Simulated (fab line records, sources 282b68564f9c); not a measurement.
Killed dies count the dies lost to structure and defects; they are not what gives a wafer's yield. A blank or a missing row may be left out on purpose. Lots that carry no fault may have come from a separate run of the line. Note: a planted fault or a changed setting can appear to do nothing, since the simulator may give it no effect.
Which tool did it? | flow rit-cmos | 14 lots, 42 wafers sampled, at 6 steps of a route of 202

WHAT EACH GAUGE READ, for each wafer
RIT_ACTIVE_CD_MEAS_11 targets a cd of 1400 nm. Usual: cd-nm 1399.6 nm, standard deviation 2.4.
lot  | measured    | on        | cd-nm (nm)           | flag
L528 | day 1 21:34 | cd-sem-01 | 1401.0 1398.0 1399.9 |
L529 | day 2 00:47 | cd-sem-02 | 1396.8 1398.5 1397.7 |
L530 | day 2 06:57 | cd-sem-01 | 1399.7 1401.1 1397.9 |
L531 | day 2 10:26 | cd-sem-01 | 1396.9 1399.6 1396.5 |
L532 | day 2 17:21 | cd-sem-01 | 1399.7 1401.9 1401.3 |
L534 | day 3 07:38 | cd-sem-02 | 1399.3 1401.2 1398.1 |
L535 | day 3 07:50 | cd-sem-01 | 1400.8 1398.5 1397.7 |
L536 | day 3 14:37 | cd-sem-01 | 1398.6 1398.4 1398.4 |
L539 | day 4 04:43 | cd-sem-02 | 1397.0 1397.1 1398.4 |
L540 | day 4 07:53 | cd-sem-02 | 1395.0 1396.9 1396.4 |
L542 | day 4 17:28 | cd-sem-02 | 1405.2 1403.3 1403.9 |
L545 | day 5 09:11 | cd-sem-02 | 1400.0 1397.0 1399.7 |
L548 | day 6 00:00 | cd-sem-02 | 1398.8 1399.0 1398.0 |
L549 | day 6 04:37 | cd-sem-02 | 1398.5 1400.8 1399.1 |

RIT_FOX2_THK_MEAS_90. Usual: FIELD_OXIDE_LEFT_1_THK gives 323 nm (standard deviation 6.3).
lot  | measured    | on            | FIELD_OXIDE_LEFT_1_THK (nm) | flag
L528 | day 2 07:02 | film-metro-04 | 325 318 321                 |
L529 | day 2 07:02 | film-metro-01 | 318 323 318                 |
L530 | day 2 17:14 | film-metro-04 | 328 331 326                 |
L531 | day 2 21:54 | film-metro-01 | 328 329 331                 |
L532 | day 3 04:32 | film-metro-02 | 327 328 331                 |
L534 | day 3 14:41 | film-metro-01 | 333 333 327                 |
L535 | day 3 14:40 | film-metro-04 | 310 315 322                 |
L536 | day 3 20:14 | film-metro-01 | 325 322 326                 |
L539 | day 4 10:29 | film-metro-01 | 327 323 322                 |
L540 | day 4 13:29 | film-metro-02 | 310 321 311                 |
L542 | day 4 23:11 | film-metro-02 | 315 328 325                 |
L545 | day 5 14:26 | film-metro-02 | 318 328 316                 |
L548 | day 6 06:50 | film-metro-02 | 316 319 314                 |
L549 | day 6 11:04 | film-metro-04 | 319 317 321                 |

RIT_PWELL_TW_MEAS_10. Usual: PWELL_TW gives 942 (standard deviation 12).
lot  | measured    | on            | PWELL_TW       | flag
L528 | day 2 10:38 | film-metro-03 | 950 945 950    |
L529 | day 2 10:23 | film-metro-03 | 949 955 955    |
L530 | day 2 20:40 | film-metro-02 | 938 943 940    |
L531 | day 3 01:08 | film-metro-01 | 944 941 947    |
L532 | day 3 07:53 | film-metro-02 | 933 933 923    |
L534 | day 3 18:39 | film-metro-03 | 968 966 963    |
L535 | day 3 18:23 | film-metro-02 | 931 932 934    |
L536 | day 3 23:49 | film-metro-03 | 964 970 967    |
L539 | day 4 13:41 | film-metro-01 | 942 939 937    |
L540 | day 4 16:43 | film-metro-02 | 1086 1084 1086 | OFF
L542 | day 5 02:47 | film-metro-02 | 1084 1088 1087 | OFF
L545 | day 5 18:20 | film-metro-01 | 936 942 940    |
L548 | day 6 10:04 | film-metro-02 | 934 936 939    |
L549 | day 6 14:17 | film-metro-02 | 932 934 937    |

RIT_WELLDRIVE_RS_MEAS_02: measurement is done with a four-point probe. Usual: PWELL_RS gives 429.2 ohm/sq (standard deviation 1.3).
lot  | measured    | on            | PWELL_RS (ohm/sq) | flag
L528 | day 2 16:58 | film-metro-02 | 429.8 428.1 429.7 |
L529 | day 2 16:57 | film-metro-03 | 427.5 428.4 426.8 |
L530 | day 3 02:19 | film-metro-02 | 429.2 428.1 429.8 |
L531 | day 3 10:25 | film-metro-03 | 429.0 429.5 428.0 |
L532 | day 3 15:33 | film-metro-03 | 428.1 428.2 428.7 |
L534 | day 4 01:32 | film-metro-01 | 429.3 429.5 429.4 |
L535 | day 3 23:49 | film-metro-02 | 427.6 428.1 426.1 |
L536 | day 4 06:02 | film-metro-02 | 429.9 431.7 430.0 |
L539 | day 4 19:41 | film-metro-03 | 429.3 430.5 430.8 |
L540 | day 4 21:58 | film-metro-03 | 319.7 320.7 319.8 | OFF
L542 | day 5 08:37 | film-metro-02 | 320.6 320.7 320.8 | OFF
L545 | day 5 23:37 | film-metro-01 | 431.0 431.2 431.7 |
L548 | day 6 15:22 | film-metro-02 | 431.1 429.9 428.0 |
L549 | day 6 23:01 | film-metro-01 | 428.7 427.7 427.0 |

RIT_PRETRO_TW_MEAS_10. Usual: PRETRO_TW gives 475 (standard deviation 6.2).
lot  | measured    | on            | PRETRO_TW   | flag
L528 | day 2 20:37 | film-metro-04 | 477 476 477 |
L529 | day 2 20:22 | film-metro-03 | 472 474 476 |
L530 | day 3 05:37 | film-metro-02 | 467 466 467 |
L531 | day 3 13:42 | film-metro-02 | 466 463 465 |
L532 | day 3 19:24 | film-metro-03 | 484 485 481 |
L534 | day 4 05:08 | film-metro-03 | 481 480 479 |
L535 | day 4 03:16 | film-metro-04 | 478 477 479 |
L536 | day 4 09:31 | film-metro-04 | 478 477 479 |
L539 | day 4 22:54 | film-metro-02 | 464 468 464 |
L540 | day 5 01:44 | film-metro-04 | 473 471 472 |
L542 | day 5 11:55 | film-metro-03 | 483 484 481 |
L545 | day 6 02:58 | film-metro-04 | 473 474 470 |
L548 | day 6 18:46 | film-metro-04 | 471 469 471 |
L549 | day 7 02:16 | film-metro-03 | 481 482 483 |

TOOL THAT RAN EACH LOT (tool first, then ch and the chambers of the sampled wafers, then the start)
lot  | RIT_PWELL_IMPLANT_08
L528 | implanter-03 ch 0, day 2 10:20
L529 | implanter-04 ch 0, day 2 10:04
L530 | implanter-03 ch 0, day 2 20:20
L531 | implanter-02 ch 0, day 3 00:48
L532 | implanter-02 ch 0, day 3 07:35
L534 | implanter-04 ch 0, day 3 18:21
L535 | implanter-02 ch 0, day 3 18:04
L536 | implanter-03 ch 0, day 3 23:29
L539 | implanter-02 ch 0, day 4 13:22
L540 | implanter-04 ch 0, day 4 16:23
L542 | implanter-04 ch 0, day 5 02:28
L545 | implanter-03 ch 0, day 5 17:47
L548 | implanter-03 ch 0, day 6 09:47
L549 | implanter-03 ch 0, day 6 14:01
- RIT_PWELL_IMPLANT_08

WHAT THE TOOLS THEMSELVES READ (means of the sampled wafers that have a number; where no wafer has one, the mark that the record gives instead)
RIT_PWELL_IMPLANT_08. Usual: dose-ions-cm2 7e+13, standard deviation 7.7e+10; faraday-current-uA 222, standard deviation 4.7.
lot  | tool         | dose-ions-cm2 | faraday-current-uA | flag
L528 | implanter-03 | 7e+13         | 219                |
L529 | implanter-04 | 7e+13         | 221                |
L530 | implanter-03 | 7e+13         | 219                |
L531 | implanter-02 | 7e+13         | 225                |
L532 | implanter-02 | 7e+13         | 219                |
L534 | implanter-04 | 7e+13         | 221                |
L535 | implanter-02 | 7e+13         | 223                |
L536 | implanter-03 | 7e+13         | 227                |
L539 | implanter-02 | 7e+13         | 227                |
L540 | implanter-04 | 1e+14         | 354                | OFF
L542 | implanter-04 | 1e+14         | 354                | OFF
L545 | implanter-03 | 7e+13         | 220                |
L548 | implanter-03 | 7e+13         | 220                |
L549 | implanter-03 | 7e+13         | 223                |

THE ANSWER, worked out from the rows above alone
Rule: a lot counts as off when the mean over its wafers that have a number is more than 3 standard deviations away from the usual mean. Also off: a lot with no number at a reading for which 4 or more lots have one. Where the step has rows for the other lots, those lots are counted as sound. The gauges are gone through in route order, then the tools' own readings, and for those a lot's mean is taken as printed above. At the first step where some lot is off, the reading lying furthest off is the one used; lots without a number count as furthest.
Off: L540, L542, seen at RIT_PWELL_TW_MEAS_10 (PWELL_TW).
A tool fits if, at a process step before that reading, it ran every lot that is off, and no sound lot after the first of them. The gauges at RIT_PWELL_TW_MEAS_10 aren't tried: what is off there is off at RIT_PWELL_IMPLANT_08 too, on other tools, and a gauge's error can't cause that. One fits: implanter-04 at RIT_PWELL_IMPLANT_08. Its last sound lot is L534 (day 3 18:21), its first lot that is off L540 (day 4 16:23): a fault that began between those two fits.
The tool's own readings at RIT_PWELL_IMPLANT_08 bear it out: on the lots that are off they differ by more than 5 times the standard deviation of the sound lots' means. dose-ions-cm2 reads 1e+14 there against 7e+13 on the sound lots; faraday-current-uA reads 354 there against 222 on the sound lots.

WHAT THE SIMULATOR PUT IN
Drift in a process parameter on implanter-04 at RIT_PWELL_IMPLANT_08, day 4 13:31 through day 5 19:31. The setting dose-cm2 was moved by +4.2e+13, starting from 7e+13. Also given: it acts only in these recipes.
Lots struck among those shown: L540, L542. The rule given above showed the same thing.
